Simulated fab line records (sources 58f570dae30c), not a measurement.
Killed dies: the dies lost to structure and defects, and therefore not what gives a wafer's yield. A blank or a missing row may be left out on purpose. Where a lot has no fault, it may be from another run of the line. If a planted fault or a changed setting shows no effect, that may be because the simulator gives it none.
Check for tools in common || flow berkeley cmos170 || 42 wafers sampled across 14 lots

WHY IT WAS OPENED
2 of 14 lots carry a flag on the reading NVT_TW at UCB170_NVT_TW_MEAS_09. Fault-free wafers read 523, with a standard deviation of 4.7.
Rule: flag the lot when none of its wafers has a number, or when each of its wafers that has one lies beyond 4 standard deviations from that mean. All remaining lots are regarded as sound.

{"lot": "L978", "measured": "day 6 14:08", "on": "film metro-02", "NVT_TW, wafer by wafer": "517 517 515", "flag": ""}
{"lot": "L979", "measured": "day 7 05:16", "on": "film metro-02", "NVT_TW, wafer by wafer": "517 516 514", "flag": ""}
{"lot": "L980", "measured": "day 7 14:56", "on": "film metro-03", "NVT_TW, wafer by wafer": "590 589 589", "flag": "FLAGGED"}
{"lot": "L982", "measured": "day 7 14:56", "on": "film metro-01", "NVT_TW, wafer by wafer": "521 523 522", "flag": ""}
{"lot": "L981", "measured": "day 7 15:05", "on": "film metro-02", "NVT_TW, wafer by wafer": "574 576 577", "flag": "FLAGGED"}
{"lot": "L983", "measured": "day 8 04:19", "on": "film metro-03", "NVT_TW, wafer by wafer": "528 526 528", "flag": ""}
{"lot": "L985", "measured": "day 8 14:04", "on": "film metro-03", "NVT_TW, wafer by wafer": "526 529 527", "flag": ""}
{"lot": "L994", "measured": "day 10 16:30", "on": "film metro-03", "NVT_TW, wafer by wafer": "529 525 527", "flag": ""}
{"lot": "L993", "measured": "day 10 16:43", "on": "film metro-02", "NVT_TW, wafer by wafer": "518 519 519", "flag": ""}
{"lot": "L995", "measured": "day 10 22:55", "on": "film metro-03", "NVT_TW, wafer by wafer": "527 528 525", "flag": ""}
{"lot": "L997", "measured": "day 11 08:02", "on": "film metro-03", "NVT_TW, wafer by wafer": "530 532 532", "flag": ""}
{"lot": "L996", "measured": "day 11 08:17", "on": "film metro-02", "NVT_TW, wafer by wafer": "520 520 523", "flag": ""}
{"lot": "L999", "measured": "day 11 23:25", "on": "film metro-03", "NVT_TW, wafer by wafer": "530 529 529", "flag": ""}
{"lot": "L998", "measured": "day 12 00:07", "on": "film metro-01", "NVT_TW, wafer by wafer": "522 523 524", "flag": ""}
On average the flagged lots' numbers are 582, which is +60 against the usual, or +13 standard deviations.

WHICH TOOL EACH LOT WENT THROUGH
The record keeps 1 process step preceding the reading, out of 331 steps on the route. Each cell gives the tool, then ch followed by the chambers the sampled wafers passed through, then the start.
{"lot": "L978", "flag": "", "UCB170_NVT_IMPLANT_07": "implanter-03 ch 0, day 6 13:53"}
{"lot": "L979", "flag": "", "UCB170_NVT_IMPLANT_07": "implanter-03 ch 0, day 7 05:01"}
{"lot": "L980", "flag": "FLAGGED", "UCB170_NVT_IMPLANT_07": "implanter-03 ch 0, day 7 14:41"}
{"lot": "L982", "flag": "", "UCB170_NVT_IMPLANT_07": "implanter-01 ch 0, day 7 14:41"}
{"lot": "L981", "flag": "FLAGGED", "UCB170_NVT_IMPLANT_07": "implanter-03 ch 0, day 7 14:50"}
{"lot": "L983", "flag": "", "UCB170_NVT_IMPLANT_07": "implanter-02 ch 0, day 8 04:05"}
{"lot": "L985", "flag": "", "UCB170_NVT_IMPLANT_07": "implanter-01 ch 0, day 8 13:50"}
{"lot": "L994", "flag": "", "UCB170_NVT_IMPLANT_07": "implanter-02 ch 0, day 10 16:17"}
{"lot": "L993", "flag": "", "UCB170_NVT_IMPLANT_07": "implanter-03 ch 0, day 10 16:28"}
{"lot": "L995", "flag": "", "UCB170_NVT_IMPLANT_07": "implanter-03 ch 0, day 10 22:41"}
{"lot": "L997", "flag": "", "UCB170_NVT_IMPLANT_07": "implanter-03 ch 0, day 11 07:49"}
{"lot": "L996", "flag": "", "UCB170_NVT_IMPLANT_07": "implanter-02 ch 0, day 11 08:02"}
{"lot": "L999", "flag": "", "UCB170_NVT_IMPLANT_07": "implanter-01 ch 0, day 11 23:11"}
{"lot": "L998", "flag": "", "UCB170_NVT_IMPLANT_07": "implanter-03 ch 0, day 11 23:54"}
These steps, and what they do:
- UCB170_NVT_IMPLANT_07
- UCB170_NVT_TW_MEAS_09

FLAGGED AGAINST TOTAL, ONE TOOL AT A TIME (gauges that did the reading follow at the end)
{"step": "UCB170_NVT_IMPLANT_07", "tool": "implanter-01", "lots run": 3, "flagged": 0, "share of the flagged lots": "none", "sound lots run after its first flagged lot": "-"}
{"step": "UCB170_NVT_IMPLANT_07", "tool": "implanter-02", "lots run": 3, "flagged": 0, "share of the flagged lots": "none", "sound lots run after its first flagged lot": "-"}
{"step": "UCB170_NVT_IMPLANT_07", "tool": "implanter-03", "lots run": 8, "flagged": 2, "share of the flagged lots": "all", "sound lots run after its first flagged lot": "4 (L993,L995,L997,L998)"}
{"step": "UCB170_NVT_TW_MEAS_09", "tool": "film metro-01", "lots run": 2, "flagged": 0, "share of the flagged lots": "none", "sound lots run after its first flagged lot": "-"}
{"step": "UCB170_NVT_TW_MEAS_09", "tool": "film metro-02", "lots run": 5, "flagged": 1, "share of the flagged lots": "some", "sound lots run after its first flagged lot": "2 (L993,L996)"}
{"step": "UCB170_NVT_TW_MEAS_09", "tool": "film metro-03", "lots run": 7, "flagged": 1, "share of the flagged lots": "some", "sound lots run after its first flagged lot": "6 (L983,L985,L994,L995,L997,L999)"}

WHAT THE TABLE ALLOWS
Rows of the table that ran each flagged lot: 1, that is implanter-03 at UCB170_NVT_IMPLANT_07.
- implanter-03 at UCB170_NVT_IMPLANT_07 ran 8 lots, 2 of them flagged. Lots that were sound ran on it after the first flagged one (L993, L995, L997, L998); a persistent fault on the entire tool would not allow that. Its own readings (dose ions cm2, faraday current uA) fall more than 4 standard deviations out on all wafers of the flagged lots.
Not one row of the table ran every flagged lot while running no sound lot after the first.

WHAT THE SIMULATOR HAD INSERTED
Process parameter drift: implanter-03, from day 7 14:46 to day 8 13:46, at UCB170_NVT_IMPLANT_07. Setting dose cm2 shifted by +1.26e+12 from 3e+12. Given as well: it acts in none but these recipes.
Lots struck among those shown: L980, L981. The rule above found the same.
